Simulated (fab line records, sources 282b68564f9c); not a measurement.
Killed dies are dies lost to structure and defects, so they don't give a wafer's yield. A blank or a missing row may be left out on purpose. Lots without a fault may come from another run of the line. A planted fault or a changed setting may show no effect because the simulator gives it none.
A struck lot beside a sound one | flow rit_cmos | 15 steps out of a route of 202
Sound: wafers L163.1, L163.3, L163.6. Struck: wafers L173.1, L173.2, L173.4. The cause comes at the end.
At each step with rows: each side's tool, then ch and its chambers, then its first start. Under that, the readings that differ: sound wafers | struck wafers | difference of the means | sigmas: that difference in standard deviations of wafers without a fault.
alike: readings whose means differ by less than 2 such deviations, and words and numbers that are the same on both sides. not compared: withheld readings, readings that some wafer has no value for, bounds like >300 that may hide the same value, and numbers for which the record gives no deviation and whose values overlap.
The two part at a step that has a row with sigmas, a row that says differs or no value, or rows on one side only. Numbers that don't overlap but have no deviation are shown without sigmas and don't part them. A reading that every wafer of one side lacks parts them only if that side has two wafers or more.

RIT_GATE_THK_MEAS_07:
  sound on film_metro-03, day 3 10:59; struck on film_metro-01, day 5 21:22
  alike: GATE_OXIDE_THK
then, 1 step without rows for these wafers: RIT_GATE_CVD_08 (deposits poly-Si from SiH4, target thk 250 nm, time 2220 s).
RIT_GATE_THK_MEAS_09:
  sound on film_metro-04, day 3 16:00; struck on film_metro-03, day 5 23:02
  alike: GATE_POLY_THK
then, 6 steps without rows for these wafers: RIT_GATE_HMDS_10 (prime time 60 s); RIT_GATE_COAT_11 (resist thk 850 nm); RIT_GATE_SOFTBAKE_12 (time 60 s); RIT_GATE_EXPOSE_13 (exposes mask M6, target cd 150 nm); RIT_GATE_PEB_14; RIT_GATE_DEVELOP_15 (develop time 50 s).
RIT_GATE_CD_MEAS_16: target cd 150 nm.
  sound on cd_sem-01, day 3 17:19; struck on cd_sem-01, day 6 00:04
  reading    | sound       | struck      | difference | sigmas
  cd_nm (nm) | 150 148 152 | 142 144 142 | -7         | -2
RIT_GATE_OVL_MEAS_17:
  sound on overlay-01, day 3 17:26; struck on overlay-02, day 6 00:11
  alike: GATE_OVL
then, 1 step without rows for these wafers: RIT_GATE_HARDBAKE_18 (time 60 s).
RIT_GATE_ETCH_19: etches poly-Si in SF6/CHF3/O2, stops on SiO2, time 165 s, target depth 312.5 nm.
  sound on rie_si-01 ch 0,3, day 3 17:37; struck on rie_si-01 ch 0,1,3, day 6 00:23
  reading                                   | sound             | struck            | difference | sigmas
  oes_product_au (a.u.)                     | 0.869 0.858 0.868 | 1.009 0.970 0.971 | +0.118     | +8
  run_length_s (s)                          | 193.5 193.4 193.6 | 151.8 151.7 151.6 | -41.8      | -85
  model.GATE.feature_depth_nm (nm)          | 256.1 255.1 256.4 | 236 222.9 221.4   | -29        |
  model.etch.depth_nm (nm)                  | 256.1 255.1 256.4 | 236 222.9 221.4   | -29        |
  model.NOVOLAK_of_GATE_COAT_11.thk_nm (nm) | 664.1 669.4 664.5 | 686 689.3 687.5   | +22        |
  alike: chamber_pressure_mTorr, drypump_motor_current_A, throttle_valve_pct
  not compared: rf_hours_counter_h
RIT_GATE_STRIP_20: strips in O2, time 180 s.
  sound on plasma_asher-03 ch 0,1, day 3 17:44; struck on plasma_asher-04 ch 0,1, day 6 00:29
  alike: chamber_pressure_mTorr, drypump_motor_current_A
  not compared: rf_hours_counter_h
RIT_M1_PROBE_99:
  sound on prober-01, day 4 15:59; struck on prober-01, day 6 22:04
  reading             | sound | struck                                                               | difference                   | sigmas
  hold                | - - - | await_dispo/3.5h/scrap await_dispo/3.5h/scrap await_dispo/3.5h/scrap | no value on the sound wafers |
  killed_at_front_end | 6 5 4 | 253 264 264                                                          | +255                         | +85
  killed_dies         | 6 5 4 | 253 264 264                                                          | +255                         | +85
  killed_on_rim       | 2 3 1 | 68 70 70                                                             | +67                          | +56
  killed_short        | 3 1 2 | 6 8 8                                                                | +5                           | +3
  alike: killed_at_contacts, killed_open

WHERE THEY PART
First at RIT_GATE_CD_MEAS_16; last, within this record, at RIT_M1_PROBE_99.

WHY: what the simulator had put in
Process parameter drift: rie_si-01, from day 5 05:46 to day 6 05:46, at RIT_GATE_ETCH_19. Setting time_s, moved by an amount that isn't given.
